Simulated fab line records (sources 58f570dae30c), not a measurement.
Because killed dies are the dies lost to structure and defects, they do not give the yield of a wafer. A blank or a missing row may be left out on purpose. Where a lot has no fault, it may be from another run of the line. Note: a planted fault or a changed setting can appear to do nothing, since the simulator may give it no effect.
Split-lot trial || flow berkeley_cmos170 || 23 wafers read from 5 lots, route of 331 steps

## ABOUT THE SPLIT
At UCB170_M1_METAL_ETCH_12 (etches Al in Cl2/BCl3, stops on PSG, target depth 780 nm, time 130 s), the setting time_s was moved away from the recipe's 130 s on 6 of the 23 wafers read, by +6.4% to +12.1%. For the rest of the wafers, this setting stayed at what the recipe calls for.

The reading is taken at the split's own step.

## THE READING
KrF_of_M1_COAT_04.thk_nm (the simulator's own value, which no gauge read), in nm, at UCB170_M1_METAL_ETCH_12 (etches Al in Cl2/BCl3, stops on PSG, target depth 780 nm, time 130 s). No usual value for it is given in the file. The 17 wafers here that ran the recipe average 436.1 nm, standard deviation 4.6 nm.

{"wafer": "L076.1", "tool, chamber at the split": "rie_metal-03, 0", "time_s as run, s": 130, "against the recipe": "recipe", "KrF_of_M1_COAT_04.thk_nm, nm": 440.6, "against lot-mates on the recipe": "-"}
{"wafer": "L076.2", "tool, chamber at the split": "rie_metal-03, 1", "time_s as run, s": 130, "against the recipe": "recipe", "KrF_of_M1_COAT_04.thk_nm, nm": 435.7, "against lot-mates on the recipe": "-"}
{"wafer": "L076.4", "tool, chamber at the split": "rie_metal-03, 1", "time_s as run, s": 130, "against the recipe": "recipe", "KrF_of_M1_COAT_04.thk_nm, nm": 430.2, "against lot-mates on the recipe": "-"}
{"wafer": "L076.5", "tool, chamber at the split": "rie_metal-03, 0", "time_s as run, s": 130, "against the recipe": "recipe", "KrF_of_M1_COAT_04.thk_nm, nm": 439.9, "against lot-mates on the recipe": "-"}
{"wafer": "L076.6", "tool, chamber at the split": "rie_metal-03, 1", "time_s as run, s": 130, "against the recipe": "recipe", "KrF_of_M1_COAT_04.thk_nm, nm": 433.7, "against lot-mates on the recipe": "-"}
{"wafer": "L075.3", "tool, chamber at the split": "rie_metal-02, 1", "time_s as run, s": 130, "against the recipe": "recipe", "KrF_of_M1_COAT_04.thk_nm, nm": 439.1, "against lot-mates on the recipe": "-"}
{"wafer": "L075.4", "tool, chamber at the split": "rie_metal-02, 0", "time_s as run, s": 130, "against the recipe": "recipe", "KrF_of_M1_COAT_04.thk_nm, nm": 436.2, "against lot-mates on the recipe": "-"}
{"wafer": "L075.5", "tool, chamber at the split": "rie_metal-02, 1", "time_s as run, s": 130, "against the recipe": "recipe", "KrF_of_M1_COAT_04.thk_nm, nm": 441.5, "against lot-mates on the recipe": "-"}
{"wafer": "L077.1", "tool, chamber at the split": "rie_metal-03, 0", "time_s as run, s": 138.3, "against the recipe": "+6.4%", "KrF_of_M1_COAT_04.thk_nm, nm": 407.9, "against lot-mates on the recipe": -31.1}
{"wafer": "L077.3", "tool, chamber at the split": "rie_metal-03, 1", "time_s as run, s": 138.3, "against the recipe": "+6.4%", "KrF_of_M1_COAT_04.thk_nm, nm": 406.2, "against lot-mates on the recipe": -32.8}
{"wafer": "L077.4", "tool, chamber at the split": "rie_metal-03, 0", "time_s as run, s": 138.3, "against the recipe": "+6.4%", "KrF_of_M1_COAT_04.thk_nm, nm": 414, "against lot-mates on the recipe": -25.0}
{"wafer": "L077.5", "tool, chamber at the split": "rie_metal-03, 0", "time_s as run, s": 130, "against the recipe": "recipe", "KrF_of_M1_COAT_04.thk_nm, nm": 440.5, "against lot-mates on the recipe": "-"}
{"wafer": "L077.6", "tool, chamber at the split": "rie_metal-03, 1", "time_s as run, s": 130, "against the recipe": "recipe", "KrF_of_M1_COAT_04.thk_nm, nm": 437.5, "against lot-mates on the recipe": "-"}
{"wafer": "L079.1", "tool, chamber at the split": "rie_metal-03, 0", "time_s as run, s": 145.7, "against the recipe": "+12.1%", "KrF_of_M1_COAT_04.thk_nm, nm": 380.7, "against lot-mates on the recipe": -53.9}
{"wafer": "L079.3", "tool, chamber at the split": "rie_metal-03, 0", "time_s as run, s": 130, "against the recipe": "recipe", "KrF_of_M1_COAT_04.thk_nm, nm": 433, "against lot-mates on the recipe": "-"}
{"wafer": "L079.4", "tool, chamber at the split": "rie_metal-03, 0", "time_s as run, s": 130, "against the recipe": "recipe", "KrF_of_M1_COAT_04.thk_nm, nm": 436.1, "against lot-mates on the recipe": "-"}
{"wafer": "L079.5", "tool, chamber at the split": "rie_metal-03, 0", "time_s as run, s": 145.7, "against the recipe": "+12.1%", "KrF_of_M1_COAT_04.thk_nm, nm": 383.1, "against lot-mates on the recipe": -51.4}
{"wafer": "L079.6", "tool, chamber at the split": "rie_metal-03, 0", "time_s as run, s": 145.7, "against the recipe": "+12.1%", "KrF_of_M1_COAT_04.thk_nm, nm": 385.4, "against lot-mates on the recipe": -49.2}
{"wafer": "L082.1", "tool, chamber at the split": "rie_metal-01, 0", "time_s as run, s": 130, "against the recipe": "recipe", "KrF_of_M1_COAT_04.thk_nm, nm": 435.7, "against lot-mates on the recipe": "-"}
{"wafer": "L082.2", "tool, chamber at the split": "rie_metal-01, 1", "time_s as run, s": 130, "against the recipe": "recipe", "KrF_of_M1_COAT_04.thk_nm, nm": 424.9, "against lot-mates on the recipe": "-"}
{"wafer": "L082.3", "tool, chamber at the split": "rie_metal-01, 1", "time_s as run, s": 130, "against the recipe": "recipe", "KrF_of_M1_COAT_04.thk_nm, nm": 428.9, "against lot-mates on the recipe": "-"}
{"wafer": "L082.4", "tool, chamber at the split": "rie_metal-01, 0", "time_s as run, s": 130, "against the recipe": "recipe", "KrF_of_M1_COAT_04.thk_nm, nm": 439.8, "against lot-mates on the recipe": "-"}
{"wafer": "L082.5", "tool, chamber at the split": "rie_metal-01, 0", "time_s as run, s": 130, "against the recipe": "recipe", "KrF_of_M1_COAT_04.thk_nm, nm": 441, "against lot-mates on the recipe": "-"}

THE FIT
A straight line over all 23 wafers: KrF_of_M1_COAT_04.thk_nm changes by -4.36 nm for each +1% of time_s; r = -0.98; the points scatter about the line by 4.4 nm.
The same after taking each lot's own level away (the mean of its wafers on the recipe; 23 wafers): -4.33 nm for each +1%; r = -0.98; scatter 4.1 nm.
According to that fit, moving time_s by its largest amount changes the reading by 52 nm.
From 434.06 to 439.00 nm: that is the span of the lots' own levels, equal to 1.1 times the standard deviation above.
Consequently the slope shifts little with the lot-to-lot level, the two slopes agreeing.
Check: for one of the wafers moved furthest among these (+12.1%), held out of the fit, the line's prediction against its lot-mates is -52 nm. It came out at -53.9 nm against them.

## FURTHER SPLITS ON THESE WAFERS
These wafers also went through other splits before the reading. Each is held against what the fit with the lots' levels taken away leaves over:
{"other split on the same wafers": "UCB170_NLDD_COAT_01 resist_thk_nm", "wafers away from the commonest value": 6, "r with KrF_of_M1_COAT_04.thk_nm (lot level and that fit taken away)": "+0.06"}
{"other split on the same wafers": "UCB170_NLDD_IMPLANT_09 energy_kev", "wafers away from the commonest value": 10, "r with KrF_of_M1_COAT_04.thk_nm (lot level and that fit taken away)": -0.11}
{"other split on the same wafers": "UCB170_CONTACT_CVD_01 o2_flow_sccm", "wafers away from the commonest value": 10, "r with KrF_of_M1_COAT_04.thk_nm (lot level and that fit taken away)": -0.12}
{"other split on the same wafers": "UCB170_CONTACT_ETCH_18 rf_w", "wafers away from the commonest value": 8, "r with KrF_of_M1_COAT_04.thk_nm (lot level and that fit taken away)": "+0.12"}

## THE FILE'S OWN FIT
KrF_of_M1_COAT_04.thk_nm changes by -4.35 nm for each +1% of time_s, r = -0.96.
